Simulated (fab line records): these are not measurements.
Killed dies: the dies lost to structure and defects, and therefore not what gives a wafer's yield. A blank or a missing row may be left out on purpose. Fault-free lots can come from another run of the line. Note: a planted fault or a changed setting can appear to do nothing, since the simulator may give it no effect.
Struck lot and sound lot, side by side :: flow ritCmos :: 44 out of 202 route steps
Sound: these wafers, L458.3, L458.4, L458.5. The struck wafers were L463.2, L463.4, L463.6. The cause is named last.
Order at every step that has rows: each side's tool, ch and its chambers, its first start. Under that, the readings that differ: sound wafers :: struck wafers :: difference of the means :: sigmas: that difference in standard deviations of wafers without a fault.
alike: words and numbers the same on both sides, and readings whose means are apart by under 2 such deviations; not compared: readings that were withheld, readings missing a value for some wafer, numbers with overlapping values and no deviation given by the record, and bounds like >300 which may hide the same value.
The two part at a step that has a row with sigmas, a row that says differs or no value, or rows on one side only. Numbers that don't overlap but have no deviation are shown without sigmas and don't part them. A reading that every wafer of one side lacks parts them only if that side has two wafers or more.

first, 3 steps without rows for these wafers: RIT_REOX_CLEAN_01 (cleans in dHF, time 30 s); RIT_REOX_CLEAN_02 (cleans in SC2, time 600 s); RIT_REOX_OXIDATION_03 (target thk 25.2 nm, ox time 5580 s).
RIT_REOX_THK_MEAS_04:
  sound on filmMetro-02, day 4 07:26; struck on filmMetro-03, day 5 04:41
  alike: REOX_OXIDE_THK
then, 6 steps without rows for these wafers: RIT_NLDD_HMDS_00 (prime time 60 s); RIT_NLDD_COAT_01 (resist thk 1000 nm); RIT_NLDD_SOFTBAKE_02 (time 60 s); RIT_NLDD_EXPOSE_03 (exposes mask M7, target cd 40700 nm); RIT_NLDD_PEB_04; RIT_NLDD_DEVELOP_05 (develop time 50 s).
RIT_NLDD_OVL_MEAS_06:
  sound on overlay-01, day 4 08:20; struck on overlay-02, day 5 05:49
  alike: NLDD_OVL
then, 1 step without rows for these wafers: RIT_NLDD_HARDBAKE_07 (time 60 s).
RIT_NLDD_IMPLANT_08:
  sound on implanter-04 ch 0, day 4 08:34; struck on implanter-04 ch 0, day 5 06:02
reading: doseIonsCm2
sound: 4.994e+14 4.992e+14 4.99e+14
struck: 7.413e+14 7.411e+14 7.417e+14
difference: +2.422e+14
sigmas: +99 or more

reading: faradayCurrentUA
sound: 1585 1543 1542
struck: 2333 2346 2313
difference: +774
sigmas: +26
  alike: tiltDeg
RIT_NLDD_STRIP_09: strips in O2, time 180 s.
  sound on plasmaAsher-04 ch 0,1, day 4 08:43; struck on plasmaAsher-02 ch 0,1, day 5 06:09
  alike: drypumpMotorCurrentA, rfReflPowerW
  not compared: rfHoursCounterH
RIT_NLDD_TW_MEAS_10:
  sound on filmMetro-02, day 4 08:52; struck on filmMetro-01, day 5 06:20
reading: NLDD_TW
sound: 2523 2532 2518
struck: 2794 2794 2778
difference: +264
sigmas: +20
then, 6 steps without rows for these wafers: RIT_PLDD_HMDS_00 (prime time 60 s); RIT_PLDD_COAT_01 (resist thk 1000 nm); RIT_PLDD_SOFTBAKE_02 (time 60 s); RIT_PLDD_EXPOSE_03 (exposes mask M8, target cd 40900 nm); RIT_PLDD_PEB_04; RIT_PLDD_DEVELOP_05 (develop time 50 s).
RIT_PLDD_OVL_MEAS_06:
  sound on overlay-02, day 4 09:53; struck on overlay-02, day 5 07:32
  alike: PLDD_OVL
then, 2 steps without rows for these wafers: RIT_PLDD_HARDBAKE_07 (time 60 s); RIT_PLDD_IMPLANT_08.
RIT_PLDD_STRIP_09: strips in O2, time 180 s.
  sound on plasmaAsher-02 ch 0,1, day 4 10:16; struck on plasmaAsher-01 ch 0,1, day 5 07:52
  alike: drypumpMotorCurrentA, rfReflPowerW
  not compared: rfHoursCounterH
RIT_PLDD_TW_MEAS_10:
  sound on filmMetro-01, day 4 10:24; struck on filmMetro-03, day 5 08:03
reading: PLDD_TW
sound: 2380 2375 2378
struck: 2352 2359 2356
difference: -22
sigmas: -2
then, 4 steps without rows for these wafers: RIT_SPACER_CLEAN_00 (cleans in SC1, time 600 s); RIT_SPACER_CLEAN_01 (cleans in dHF, time 30 s); RIT_SPACER_CLEAN_02 (cleans in SC2, time 600 s); RIT_SPACER_CVD_03 (deposits Si3N4 from SiH2Cl2/NH3, target thk 250 nm, time 3300 s).
RIT_SPACER_THK_MEAS_04:
  sound on filmMetro-02, day 4 12:45; struck on filmMetro-02, day 5 10:23
reading: SPACER_NITRIDE_THK (nm)
sound: 246.2 247.5 247.1
struck: 251.3 253.0 251.7
difference: +5.1
sigmas: +2
RIT_SPACER_ETCHBACK_05: etches Si3N4 in SF6/CHF3, stops on SiO2, target depth 250 nm, time 240 s.
  sound on rieDiel-01 ch 0,1, day 4 12:47; struck on rieDiel-03 ch 1,3, day 5 10:26
  alike: drypumpMotorCurrentA, oesProductAu, throttleValvePct
  not compared: rfHoursCounterH
then, 6 steps without rows for these wafers: RIT_NSD_HMDS_00 (prime time 60 s); RIT_NSD_COAT_01 (resist thk 1000 nm); RIT_NSD_SOFTBAKE_02 (time 60 s); RIT_NSD_EXPOSE_03 (exposes mask M9, target cd 40700 nm); RIT_NSD_PEB_04; RIT_NSD_DEVELOP_05 (develop time 50 s).
RIT_NSD_OVL_MEAS_06:
  sound on overlay-02, day 4 13:56; struck on overlay-02, day 5 11:27
  alike: NSD_OVL
then, 2 steps without rows for these wafers: RIT_NSD_HARDBAKE_07 (time 60 s); RIT_NSD_IMPLANT_08.
RIT_NSD_STRIP_09: strips in O2, time 180 s.
  sound on plasmaAsher-02 ch 0,1, day 4 14:19; struck on plasmaAsher-04 ch 0,1, day 5 11:47
  alike: drypumpMotorCurrentA, rfReflPowerW
  not compared: rfHoursCounterH
RIT_SDANNEAL_RS_MEAS_07: measures by four-point-probe.
  sound on filmMetro-01, day 4 17:05; struck on filmMetro-01, day 5 14:14
reading: NLDD_RS (ohm/sq)
sound: 152.0 152.4 152.2
struck: 110.2 110.3 110.4
difference: -41.9
sigmas: -89
RIT_M1_PROBE_99:
  sound on prober-01, day 5 01:02; struck on prober-02, day 5 21:11
reading: model.etest.nmos_0p3.rOnOhmUm
sound: 2203 2243 2206
struck: 1987 2004 1995
difference: -222
sigmas: 

reading: model.etest.nmos_0p15.rOnOhmUm
sound: 1171 1160 1157
struck: 956.7 966.1 950.5
difference: -204.9
sigmas: 

reading: model.etest.nldd.rsOhmSq
sound: 364 361.5 363.7
struck: 272.5 274.9 269.7
difference: -90.7
sigmas: 

reading: model.etest.nmosTurned.driveUaUm
sound: 314.9 314 317.1
struck: 402.5 395.8 406.5
difference: +86.3
sigmas: 

reading: model.etest.nmos_0p15.driveUaUm
sound: 446.9 443.3 451.5
struck: 517.8 508 521.9
difference: +68.7
sigmas: 

reading: model.etest.nldd.lineOhmUm
sound: 115.1 115 115.2
struck: 86.63 87.26 85.86
difference: -28.52
sigmas: 

reading: model.etest.nmosNarrow.driveUaUm
sound: 214.8 208.8 212.9
struck: 233.4 226.9 228.6
difference: +17.5
sigmas: 

reading: model.etest.nmos_0p3.driveUaUm
sound: 219.4 212.6 215.4
struck: 235.1 232.8 231.6
difference: +17.4
sigmas: 
  alike: killedAtContacts, killedAtFrontEnd, killedDies, killedOpen, killedShort

== WHERE THEY PART ==
Earliest at RIT_NLDD_IMPLANT_08; latest, in this record, at RIT_SDANNEAL_RS_MEAS_07. Later steps at which nothing parts them and some readings are alike: RIT_M1_PROBE_99.

WHY: the cause the simulator had injected
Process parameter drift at RIT_NLDD_IMPLANT_08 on implanter-04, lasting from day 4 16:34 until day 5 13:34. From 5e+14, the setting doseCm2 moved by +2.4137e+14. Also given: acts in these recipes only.
